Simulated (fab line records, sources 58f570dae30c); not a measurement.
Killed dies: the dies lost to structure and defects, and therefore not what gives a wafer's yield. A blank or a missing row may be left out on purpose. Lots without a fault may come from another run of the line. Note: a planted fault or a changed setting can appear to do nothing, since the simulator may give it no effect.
fab line records	flow berkeley-cmos170
[record] lots = 5	wafers = 23
route steps=331 shown ZERO@7 PWELL@39 WELLDRIVE@56 ACTIVE@71 PFIELD@86 NVT@111 GATE@133
start-h: hours from the record's opening day to when the first of the lot's shown wafers began	wait-h: how many hours have passed since the lot's step before this one	" unchanged from the row above	L1.1+2: a row that stands for several wafers	- no value, or no start given	* or withheld: withheld	< > ~ a bound
route shown NAME@n: names a module that has steps shown in the file, with the first one's number in the route	usual: mean/standard deviation taken from wafers without a fault	same: alike in all rows	chamber/n: place in a boat	sites: readings site by site	_std_site: their standard deviation	_edge_site: mean of outer sites minus mean of inner sites	radius-mm: for every site, how far away it sits from the centre of the wafer	mask NAME#n: copy n	behind: the most recent tool/chamber to have shaped the wafer	hold: cause of the lot's hold/its duration in hours/its outcome	device: which transistor (n, p or np) failed to switch	end of line: tests run on the same wafers once the route is complete	where a step has no rows: the recipe by itself	killed: dies that structure and defects cost at the first sort, which is not the same as the wafer's yield	map: the dies of a wafer, with x for killed, . for not killed, _ for no die there
set.NAME: the run value of the setting; set.NAME@STEP: its run value at that earlier step	model.NAME: the simulator's own value behind a step, which no gauge read
lots whose settings were changed on purpose; a table a step, a row a wafer
[[steps]]
[step UCB170_ZERO_COAT_01]
[recipe] resist = KrF	spin-rpm = 1500	resist-thk-nm = 900
lot.wafer	tool	chamber	start-h	wait-h	set.resist-thk-nm	model.KrF_of_ZERO_COAT_01.thk-nm
L074.1+6	litho-track-02	0	17.92	0.1	900	902.7
L074.2	"	0	"	"	900	904.9
L074.4	"	0	"	"	900	902
L074.5	"	0	"	"	900	902.1
L075.4	litho-track-02	0	24.09	0.1	900	901.7
L075.5	"	0	"	"	900	901.4
L075.6	"	0	"	"	900	902.8
L076.1	litho-track-02	0	30.81	0.1	953.3	952.3
L076.2	"	0	"	"	900	898.8
L076.3	"	0	"	"	900	899
L076.4	"	0	"	"	953.3	953.8
L076.6	"	0	"	"	900	900.6
L077.2	litho-track-03	0	37.77	0.1	900	897.9
L077.3	"	0	"	"	900	902.2
L077.4	"	0	"	"	878.9	878.2
L077.5	"	0	"	"	878.9	879.1
L077.6	"	0	"	"	900	900.1
L084.1	litho-track-02	0	71.18	0.1	868.1	866.4
L084.2	"	0	"	"	900	898.1
L084.3	"	0	"	"	900	899.4
L084.4	"	0	"	"	868.1	864.6
L084.6	"	0	"	"	868.1	867.5
[step UCB170_ZERO_SOFTBAKE_02]
[recipe] resist = KrF	temp-c = 130	time-s = 60
[step UCB170_ZERO_EXPOSE_03]
[recipe] mask-id = PM_MARKS	na = 0.5	sigma-outer = 0.6	source-shape = conventional	target-cd-nm = 4000	dose-mj = 30
[step UCB170_ZERO_DEVELOP_05]
[recipe] developer = TMAH	develop-time-s = 45	resist = KrF	dev-temp-c = 21
[step UCB170_ZERO_ETCH_06]
[recipe] chemistry = CHF3/CF4/Ar	target = SiO2	time-s = 12	pressure-mtorr = 100	rf-w = 500	CHF3_flow_sccm = 50	cf4-flow-sccm = 10	Ar_flow_sccm = 120	over-etch-frac = 1.58
[step UCB170_ZERO_STRIP_07]
[recipe] chemistry = O2	power-w = 400	pressure-mtorr = 3500	platen-temp-c = withheld	o2-flow-sccm = 400	overash-fraction = 0.5
[usual] strip-time-to-endpoint-s = 21.47/0.057
lot.wafer	tool	chamber	start-h	wait-h	set.resist-thk-nm@ZERO_COAT_01	strip-time-to-endpoint-s
L074.1	plasma-asher-02	1	18.76	0.0	900	21.55
L074.2	"	0	"	"	900	21.58
L074.4	"	1	"	"	900	21.52
L074.5	"	1	"	"	900	21.54
L074.6	"	0	"	"	900	21.55
L075.4	plasma-asher-02	1	24.76	0.0	900	21.52
L075.5	"	1	"	"	900	21.50
L075.6	"	0	"	"	900	21.54
L076.1	plasma-asher-02	0	31.72	0.0	953.3	22.72
L076.2	"	1	"	"	900	21.44
L076.3	"	1	"	"	900	21.48
L076.4	"	0	"	"	953.3	22.75
L076.6	"	0	"	"	900	21.50
L077.2	plasma-asher-04	0	38.58	0.0	900	21.43
L077.3	"	1	"	"	900	21.53
L077.4	"	0	"	"	878.9	20.94
L077.5	"	1	"	"	878.9	20.96
L077.6	"	0	"	"	900	21.46
L084.1	plasma-asher-02	1	72.60	0.0	868.1	20.69
L084.2	"	0	"	"	900	21.43
L084.3	"	1	"	"	900	21.46
L084.4	"	0	"	"	868.1	20.64
L084.6	"	0	"	"	868.1	20.71
[step UCB170_PWELL_CVD_05]
[recipe] material = Si3N4	target-thk-nm = 220	temp-c = 800	precursor = SiH2Cl2/NH3	time-s = 3300	pressure-mtorr = 200	sih2cl2-flow-sccm = 25	nh3-flow-sccm = 75
lot.wafer	tool	chamber	start-h	wait-h	set.time-s	model.Si3N4_of_PWELL_CVD_05.thk-nm
L074.1	-	-	-	0.0	3652	242.9
L074.2	"	-	"	"	3652	243.1
L074.4	"	-	"	"	3652	244.7
L074.5	"	-	"	"	3652	244.2
L074.6	"	-	"	"	3652	243.8
L075.4	lpcvd-01	1	54.93	0.0	3300	217
L075.5	"	1	"	"	3300	218.9
L075.6	"	1	"	"	3300	216.7
L076.1	-	-	-	0.0	3097	203.6
L076.2	"	-	"	"	3097	201
L076.3	"	-	"	"	3097	203.9
L076.4	"	-	"	"	3097	202
L076.6	"	-	"	"	3097	202.9
L077.2	-	-	-	1.6	3107	206.8
L077.3	"	-	"	"	3107	207.7
L077.4	"	-	"	"	3107	209.3
L077.5	"	-	"	"	3107	209.5
L077.6	"	-	"	"	3107	208.3
L084.1	-	-	-	0.0	3089	202.4
L084.2	"	-	"	"	3089	201
L084.3	"	-	"	"	3089	202.1
L084.4	"	-	"	"	3089	201.7
L084.6	"	-	"	"	3089	200.9
[step UCB170_PWELL_THK_MEAS_06]
[recipe] reads = Si3N4_of_PWELL_CVD_05
[usual] PWELL_NITRIDE_THK = 219.2/2.7
lot.wafer	tool	chamber	start-h	wait-h	set.time-s@PWELL_CVD_05	PWELL_NITRIDE_THK[nm]
L074.1	film-metro-03	-	-	-	3652	242.7
L074.2	"	-	"	"	3652	242.8
L074.4	"	-	"	"	3652	244.7
L074.5	"	-	"	"	3652	244.2
L074.6	"	-	"	"	3652	243.9
L075.4	film-metro-01	-	56.88	0.0	3300	217.2
L075.5	"	-	"	"	3300	218.8
L075.6	"	-	"	"	3300	216.6
L076.1	film-metro-03	-	-	-	3097	203.5
L076.2	"	-	"	"	3097	200.8
L076.3	"	-	"	"	3097	203.9
L076.4	"	-	"	"	3097	202.1
L076.6	"	-	"	"	3097	203.1
L077.2	film-metro-01	-	-	-	3107	206.9
L077.3	"	-	"	"	3107	207.6
L077.4	"	-	"	"	3107	209.2
L077.5	"	-	"	"	3107	209.6
L077.6	"	-	"	"	3107	208.5
L084.1	film-metro-04	-	-	-	3089	202.4
L084.2	"	-	"	"	3089	201.0
L084.3	"	-	"	"	3089	202.1
L084.4	"	-	"	"	3089	201.8
L084.6	"	-	"	"	3089	200.9
[step UCB170_PWELL_HMDS_07]
[recipe] prime-time-s = 60	prime-temp-c = 100
[step UCB170_PWELL_COAT_08]
[recipe] resist = KrF	spin-rpm = 1500	resist-thk-nm = 900
[step UCB170_PWELL_DEVELOP_12]
[recipe] developer = TMAH	develop-time-s = 45	resist = KrF	dev-temp-c = 21
[step UCB170_PWELL_ETCH_14]
[recipe] chemistry = CH3F/Ar/O2	target = Si3N4	stop-on = SiO2	CH3F_flow_sccm = 20	Ar_flow_sccm = 50	O2_flow_sccm = 7	pressure-mtorr = 50	rf-w = 450	target-depth-a = 2420	over-etch-frac = 0.1	time-s = 151
lot.wafer	tool	chamber	start-h	wait-h	set.time-s@PWELL_CVD_05	model.etch.depth-nm
L074.1	rie-diel-04	0	50.64	0.0	3652	242.9
L074.2	"	3	"	"	3652	243.1
L074.4	"	2	"	"	3652	244.7
L074.5	"	0	"	"	3652	240.9
L074.6	"	3	"	"	3652	243.8
L075.4	rie-diel-03	1	58.59	0.0	3300	217
L075.5	"	1	"	"	3300	218.9
L075.6	"	0	"	"	3300	216.7
L076.1	rie-diel-03	2	62.94	0.0	3097	203.6
L076.2	"	3	"	"	3097	201
L076.3	"	1	"	"	3097	203.9
L076.4	"	0	"	"	3097	202
L076.6	"	2	"	"	3097	202.9
L077.2	rie-diel-04	3	78.21	0.0	3107	206.8
L077.3	"	2	"	"	3107	207.7
L077.4	"	0	"	"	3107	209.3
L077.5	"	1	"	"	3107	209.5
L077.6	"	0	"	"	3107	208.3
L084.1	rie-diel-02	2	96.65	0.0	3089	202.4
L084.2	"	3	"	"	3089	201
L084.3	"	0	"	"	3089	202.1
L084.4	"	1	"	"	3089	201.7
L084.6	"	2	"	"	3089	200.9
[step UCB170_WELLDRIVE_OXIDATION_01]
[recipe] temp-c = 1100	ambient = O2	target-thk-a = 1990	ox-time-s = 9000
lot.wafer	tool	chamber	start-h	wait-h	set.ox-time-s	model.SiO2_of_WELLDRIVE_OXIDATION_01.thk-nm
L074.1	-	-	-	3.2	9459	205.3
L074.2	"	-	"	"	9459	207.3
L074.4	"	-	"	"	9459	210
L074.5	"	-	"	"	9459	203.2
L074.6	"	-	"	"	9459	203.3
L075.4	furnace-04	0	71.03	3.8	9000	201.4
L075.5	"	0	"	"	9000	203.7
L075.6	"	0	"	"	9000	202.5
L076.1	-	-	-	2.9	8594	196.3
L076.2	"	-	"	"	8594	197.4
L076.3	"	-	"	"	8594	196.7
L076.4	"	-	"	"	8594	193.7
L076.6	"	-	"	"	8594	195.3
L077.2	-	-	-	1.2	7709	182
L077.3	"	-	"	"	7709	182.3
L077.4	"	-	"	"	7709	184
L077.5	"	-	"	"	7709	185.2
L077.6	"	-	"	"	7709	183.8
L084.1	-	-	-	3.3	10070	211.9
L084.2	"	-	"	"	10070	214
L084.3	"	-	"	"	10070	212.8
L084.4	"	-	"	"	10070	212
L084.6	"	-	"	"	10070	213.3
[step UCB170_WELLDRIVE_THK_MEAS_02]
[recipe] reads = SiO2_of_WELLDRIVE_OXIDATION_01
[usual] WELLDRIVE_OXIDE_THK = 200.7/2.6
lot.wafer	tool	chamber	start-h	wait-h	set.ox-time-s@WELLDRIVE_OXIDATION_01	WELLDRIVE_OXIDE_THK[nm]
L074.1	film-metro-01	-	-	-	9459	205.4
L074.2	"	-	"	"	9459	207.1
L074.4	"	-	"	"	9459	209.9
L074.5	"	-	"	"	9459	203.2
L074.6	"	-	"	"	9459	203.3
L076.1	film-metro-01	-	-	-	8594	196.3
L076.2	"	-	"	"	8594	197.3
L076.3	"	-	"	"	8594	196.6
L076.4	"	-	"	"	8594	193.7
L076.6	"	-	"	"	8594	195.2
L075.4	film-metro-04	-	74.56	0.0	9000	201.5
L075.5	"	-	"	"	9000	203.9
L075.6	"	-	"	"	9000	202.6
L077.2	film-metro-01	-	-	-	7709	182.1
L077.3	"	-	"	"	7709	182.4
L077.4	"	-	"	"	7709	184.1
L077.5	"	-	"	"	7709	185.1
L077.6	"	-	"	"	7709	183.9
L084.1	film-metro-01	-	-	-	10070	212.1
L084.2	"	-	"	"	10070	213.8
L084.3	"	-	"	"	10070	212.7
L084.4	"	-	"	"	10070	211.9
L084.6	"	-	"	"	10070	213.2
[step UCB170_ACTIVE_PEB_11]
[recipe] peb-temp-c = 130	peb-time-s = withheld	resist = KrF
lot.wafer	tool	chamber	start-h	wait-h	set.peb-temp-c
L074.1+2+4	litho-track-04	0	78.57	0.1	130
L074.5+6	"	0	"	"	127.9
L076.1+2+3+4+6	litho-track-04	0	84.33	0.2	130
L075.4+5+6	litho-track-02	0	84.76	0.2	130
L077.2+3	litho-track-01	0	108.73	0.9	131.9
L077.4+5+6	"	0	"	"	130
L084.1+2+4	litho-track-01	0	123.87	0.5	130
L084.3+6	"	0	"	"	126.3
[step UCB170_ACTIVE_DEVELOP_12]
[recipe] developer = TMAH	develop-time-s = 45	resist = KrF	dev-temp-c = 21
[step UCB170_ACTIVE_CD_MEAS_13]
[recipe] target-cd-nm = 1200
[usual] cd-nm = 1200.2/1.1
lot.wafer	tool	chamber	start-h	wait-h	set.peb-temp-c@ACTIVE_PEB_11	cd-nm
L074.1	cd-sem-02	-	78.84	-	130	1201.4
L074.2	"	-	"	"	130	1202.7
L074.4	"	-	"	"	130	1200.5
L074.5	"	-	"	"	127.9	1217.5
L074.6	"	-	"	"	127.9	1217.8
L076.1	cd-sem-01	-	84.60	-	130	1199.4
L076.2	"	-	"	"	130	1200.4
L076.3	"	-	"	"	130	1200.0
L076.4	"	-	"	"	130	1200.1
L076.6	"	-	"	"	130	1200.2
L075.4	cd-sem-01	-	85.07	-	130	1200.2
L075.5	"	-	"	"	130	1199.6
L075.6	"	-	"	"	130	1200.2
L077.2	cd-sem-02	-	109.00	-	131.9	1188.1
L077.3	"	-	"	"	131.9	1187.7
L077.4	"	-	"	"	130	1199.5
L077.5	"	-	"	"	130	1200.7
L077.6	"	-	"	"	130	1199.1
L084.1	cd-sem-01	-	124.15	-	130	1200.4
L084.2	"	-	"	"	130	1199.7
L084.3	"	-	"	"	126.3	1229.1
L084.4	"	-	"	"	130	1199.5
L084.6	"	-	"	"	126.3	1229.0
[step UCB170_ACTIVE_ETCH_15]
[recipe] chemistry = CH3F/Ar/O2	target = Si3N4	stop-on = SiO2	CH3F_flow_sccm = 20	Ar_flow_sccm = 50	O2_flow_sccm = 7	pressure-mtorr = 50	rf-w = 450	target-depth-a = 2420	over-etch-frac = 0.1	time-s = 151
lot.wafer	tool	chamber	start-h	wait-h	set.peb-temp-c@ACTIVE_PEB_11	model.ACTIVE.cd-nm
L074.1+4	rie-diel-04	2,0	79.00	0.0	130	1201
L074.2	"	3	"	"	130	1203
L074.5	"	0	"	"	127.9	1217
L074.6	"	1	"	"	127.9	1218
L076.1	rie-diel-03	3	84.76	0.0	130	1199
L076.2	"	0	"	"	130	1201
L076.3+4+6	"	2,3,0	"	"	130	1200
L075.4+5+6	rie-diel-04	2,0,1	85.17	0.0	130	1200
L077.2	rie-diel-04	0	109.14	0.0	131.9	1188
L077.3	"	2	"	"	131.9	1187
L077.4	"	3	"	"	130	1200
L077.5	"	2	"	"	130	1201
L077.6	"	1	"	"	130	1199
L084.1+2+4	rie-diel-03	3,2,0	124.30	0.0	130	1200
L084.3+6	"	1,3	"	"	126.3	1229
[step UCB170_ACTIVE_STRIP_16]
[recipe] chemistry = O2	power-w = 400	pressure-mtorr = 3500	platen-temp-c = withheld	o2-flow-sccm = 400	overash-fraction = 0.5
[step UCB170_ACTIVE_CD_MEAS_90]
[recipe] target-cd-nm = 1200
[usual] cd-nm = 1200.3/1.1
lot.wafer	tool	chamber	start-h	wait-h	set.peb-temp-c@ACTIVE_PEB_11	cd-nm
L074.1	cd-sem-01	-	79.20	0.1	130	1201.1
L074.2	"	-	"	"	130	1202.7
L074.4	"	-	"	"	130	1200.7
L074.5	"	-	"	"	127.9	1217.4
L074.6	"	-	"	"	127.9	1218.1
L076.1	cd-sem-02	-	84.96	0.1	130	1199.5
L076.2	"	-	"	"	130	1200.6
L076.3	"	-	"	"	130	1200.1
L076.4	"	-	"	"	130	1199.8
L076.6	"	-	"	"	130	1200.4
L075.4	cd-sem-01	-	85.43	0.1	130	1200.2
L075.5	"	-	"	"	130	1199.4
L075.6	"	-	"	"	130	1200.6
L077.2	cd-sem-02	-	109.40	0.1	131.9	1187.7
L077.3	"	-	"	"	131.9	1187.2
L077.4	"	-	"	"	130	1199.8
L077.5	"	-	"	"	130	1200.7
L077.6	"	-	"	"	130	1199.4
L084.1	cd-sem-02	-	124.50	0.1	130	1200.1
L084.2	"	-	"	"	130	1200.1
L084.3	"	-	"	"	126.3	1229.5
L084.4	"	-	"	"	130	1199.6
L084.6	"	-	"	"	126.3	1229.0
[step UCB170_PFIELD_IMPLANT_07]
[recipe] species = B	dose-cm2 = 2e+13	energy-kev = 80	tilt-deg = 7
lot.wafer	tool	chamber	start-h	wait-h	set.energy-kev	model.implant.rp-nm	model.implant.drp-nm
L074.1+5+6	implanter-01	0	83.21	0.0	80	260.1	74.86
L074.2+4	"	0	"	"	75.76	249.2	72.89
L076.1+2+3+4+6	implanter-04	0	87.40	0.0	80	269.6	74.86
L075.4+5+6	implanter-03	0	87.62	0.1	80	249.4	74.86
L077.2+5+6	implanter-04	0	111.01	0.0	80	257.7	74.86
L077.3+4	"	0	"	"	77.61	251.6	73.77
L084.1+3+4	implanter-01	0	125.80	0.0	83.29	278.9	76.28
L084.2+6	"	0	"	"	80	269.7	74.86
[step UCB170_NVT_IMPLANT_07]
[recipe] species = BF2	dose-cm2 = 3e+12	energy-kev = 50	tilt-deg = 7
lot.wafer	tool	chamber	start-h	wait-h	set.dose-cm2
L074.1+4+6	implanter-02	0	111.65	0.0	3e+12
L074.2+5	"	0	"	"	2.922e+12
L075.4+5+6	implanter-02	0	115.80	0.1	3e+12
L076.1+6	implanter-02	0	116.18	0.0	2.803e+12
L076.2+3+4	"	0	"	"	3e+12
L077.2+5	implanter-03	0	141.10	0.0	2.82e+12
L077.3+4+6	"	0	"	"	3e+12
L084.1+3+6	implanter-04	0	157.98	0.0	3e+12
L084.2+4	"	0	"	"	2.781e+12
[step UCB170_NVT_STRIP_08]
[recipe] chemistry = O2	power-w = 400	pressure-mtorr = 3500	platen-temp-c = withheld	o2-flow-sccm = 400	overash-fraction = 0.5
[step UCB170_NVT_TW_MEAS_09]
[usual] NVT_TW = 524/3
lot.wafer	tool	chamber	start-h	wait-h	set.dose-cm2@NVT_IMPLANT_07	NVT_TW
L074.1	film-metro-01	-	111.90	0.1	3e+12	529
L074.2	"	-	"	"	2.922e+12	524
L074.4	"	-	"	"	3e+12	529
L074.5	"	-	"	"	2.922e+12	526
L074.6	"	-	"	"	3e+12	528
L075.4	film-metro-03	-	116.01	0.1	3e+12	527
L075.5	"	-	"	"	3e+12	525
L075.6	"	-	"	"	3e+12	523
L076.1	film-metro-02	-	116.43	0.1	2.803e+12	512
L076.2	"	-	"	"	3e+12	522
L076.3	"	-	"	"	3e+12	522
L076.4	"	-	"	"	3e+12	523
L076.6	"	-	"	"	2.803e+12	511
L077.2	film-metro-02	-	141.34	0.1	2.82e+12	512
L077.3	"	-	"	"	3e+12	522
L077.4	"	-	"	"	3e+12	523
L077.5	"	-	"	"	2.82e+12	513
L077.6	"	-	"	"	3e+12	522
L084.1	film-metro-01	-	158.23	0.1	3e+12	528
L084.2	"	-	"	"	2.781e+12	516
L084.3	"	-	"	"	3e+12	526
L084.4	"	-	"	"	2.781e+12	517
L084.6	"	-	"	"	3e+12	529
[step UCB170_GATE_COAT_07]
[recipe] resist = KrF	spin-rpm = 1500	resist-thk-nm = 900
lot.wafer	tool	chamber	start-h	wait-h	set.resist-thk-nm	model.KrF_of_GATE_COAT_07.thk-nm
L074.1	litho-track-01	0	-	-	919.4	921.9
L074.2	"	0	"	"	919.4	922.7
L074.4+6	"	0	"	"	900	901.4
L074.5	"	0	"	"	900	901.9
L075.4	litho-track-02	0	-	-	900	904.6
L075.5	"	0	"	"	900	901.8
L075.6	"	0	"	"	900	901.5
L076.1	litho-track-01	0	-	-	876.3	875
L076.2	"	0	"	"	876.3	872.2
L076.3	"	0	"	"	876.3	876.4
L076.4	"	0	"	"	900	899.4
L076.6	"	0	"	"	900	896.4
L077.2	litho-track-04	0	-	-	937.5	937.3
L077.3	"	0	"	"	900	901.6
L077.4	"	0	"	"	900	902.2
L077.5	"	0	"	"	900	899.6
L077.6	"	0	"	"	937.5	936.8
L084.1	litho-track-02	0	-	-	900	902
L084.2	"	0	"	"	900	902.8
L084.3	"	0	"	"	900	900.9
L084.4	"	0	"	"	928.3	929.4
L084.6	"	0	"	"	928.3	930.7
[step UCB170_GATE_SOFTBAKE_08]
[recipe] resist = KrF	temp-c = 130	time-s = 60
[step UCB170_GATE_EXPOSE_09]
[recipe] mask-id = POLY	target-cd-nm = 350	na = 0.5	sigma-outer = 0.6	source-shape = conventional	dose-mj = 21
[step UCB170_GATE_ETCH_14]
[recipe] chemistry = N2/H2	target-depth-a = withheld	overetch-a = withheld	target = BARC	time-s = withheld	source-w = 500	bias-w = 100	pressure-mtorr = 30	n2-flow-sccm = 100	h2-flow-sccm = 200
[step UCB170_GATE_ETCH_15]
[recipe] chemistry = HBr/Cl2	target = poly-Si	stop-on = SiO2	over-etch-frac = 0.3	icp-w = 300	bias-w = 150	time-s = 56.3	pressure-mtorr = 15	HBr_flow_sccm = 150	Cl2_flow_sccm = 50	target-depth-a = 2782
lot.wafer	tool	chamber	start-h	wait-h	set.resist-thk-nm@GATE_COAT_07	model.KrF_of_GATE_COAT_07.thk-nm
L074.1	rie-si-01	3	125.31	-	919.4	798.8
L074.2	"	0	"	"	919.4	799.7
L074.4	"	1	"	"	900	776.3
L074.5	"	1	"	"	900	777.7
L074.6	"	2	"	"	900	780.3
L075.4	rie-si-02	1	132.38	-	900	781
L075.5+6	"	0,1	"	"	900	778.2
L076.1	rie-si-02	1	132.72	-	876.3	752.5
L076.2	"	3	"	"	876.3	750.8
L076.3	"	0	"	"	876.3	752.9
L076.4	"	2	"	"	900	777.7
L076.6	"	0	"	"	900	772
L077.2	rie-si-02	0	155.39	-	937.5	813.9
L077.3	"	2	"	"	900	779.5
L077.4	"	3	"	"	900	779.8
L077.5	"	3	"	"	900	776.6
L077.6	"	2	"	"	937.5	814.8
L084.1	rie-si-02	0	173.42	-	900	780.9
L084.2	"	3	"	"	900	780.5
L084.3	"	2	"	"	900	779.8
L084.4	"	1	"	"	928.3	806.9
L084.6	"	0	"	"	928.3	810.2
[[key]]
[split] step = UCB170_ZERO_COAT_01	setting = resist-thk-nm	stated = 900	by = wafer
[response] step = UCB170_ZERO_COAT_01	reading = model.KrF_of_ZERO_COAT_01.thk-nm	change = +9.1	per = 1%	r = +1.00
[response] step = UCB170_ZERO_STRIP_07	reading = strip-time-to-endpoint-s	change = *	per = 1%	r = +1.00
[split] step = UCB170_PWELL_CVD_05	setting = time-s	stated = 3300	by = lot
[response] step = UCB170_PWELL_CVD_05	reading = model.Si3N4_of_PWELL_CVD_05.thk-nm	change = +2.36	per = 1%	r = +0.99
[response] step = UCB170_PWELL_THK_MEAS_06	reading = PWELL_NITRIDE_THK	change = +2.35	per = 1%	r = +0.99
[response] step = UCB170_PWELL_ETCH_14	reading = model.etch.depth-nm	change = +2.32	per = 1%	r = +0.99
[split] step = UCB170_WELLDRIVE_OXIDATION_01	setting = ox-time-s	stated = 9000	by = lot
[response] step = UCB170_WELLDRIVE_OXIDATION_01	reading = model.SiO2_of_WELLDRIVE_OXIDATION_01.thk-nm	change = +1.11	per = 1%	r = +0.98
[response] step = UCB170_WELLDRIVE_THK_MEAS_02	reading = WELLDRIVE_OXIDE_THK	change = +1.11	per = 1%	r = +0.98
[split] step = UCB170_ACTIVE_PEB_11	setting = peb-temp-c	stated = 130	by = wafer
[response] step = UCB170_ACTIVE_CD_MEAS_13	reading = cd-nm	change = -9.84	per = 1%	r = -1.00
[response] step = UCB170_ACTIVE_ETCH_15	reading = model.ACTIVE.cd-nm	change = -9.91	per = 1%	r = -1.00
[response] step = UCB170_ACTIVE_CD_MEAS_90	reading = cd-nm	change = -9.96	per = 1%	r = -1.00
[split] step = UCB170_PFIELD_IMPLANT_07	setting = energy-kev	stated = 80	by = wafer
[response] step = UCB170_PFIELD_IMPLANT_07	reading = model.implant.rp-nm	change = +2.12	per = 1%	r = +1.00
[response] step = UCB170_PFIELD_IMPLANT_07	reading = model.implant.drp-nm	change = +0.362	per = 1%	r = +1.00
[split] step = UCB170_NVT_IMPLANT_07	setting = dose-cm2	stated = 3e+12	by = wafer
[response] step = UCB170_NVT_TW_MEAS_09	reading = NVT_TW	change = +1.59	per = 1%	r = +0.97
[split] step = UCB170_GATE_COAT_07	setting = resist-thk-nm	stated = 900	by = wafer
[response] step = UCB170_GATE_COAT_07	reading = model.KrF_of_GATE_COAT_07.thk-nm	change = +8.87	per = 1%	r = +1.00
[response] step = UCB170_GATE_ETCH_15	reading = model.KrF_of_GATE_COAT_07.thk-nm	change = +8.84	per = 1%	r = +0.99
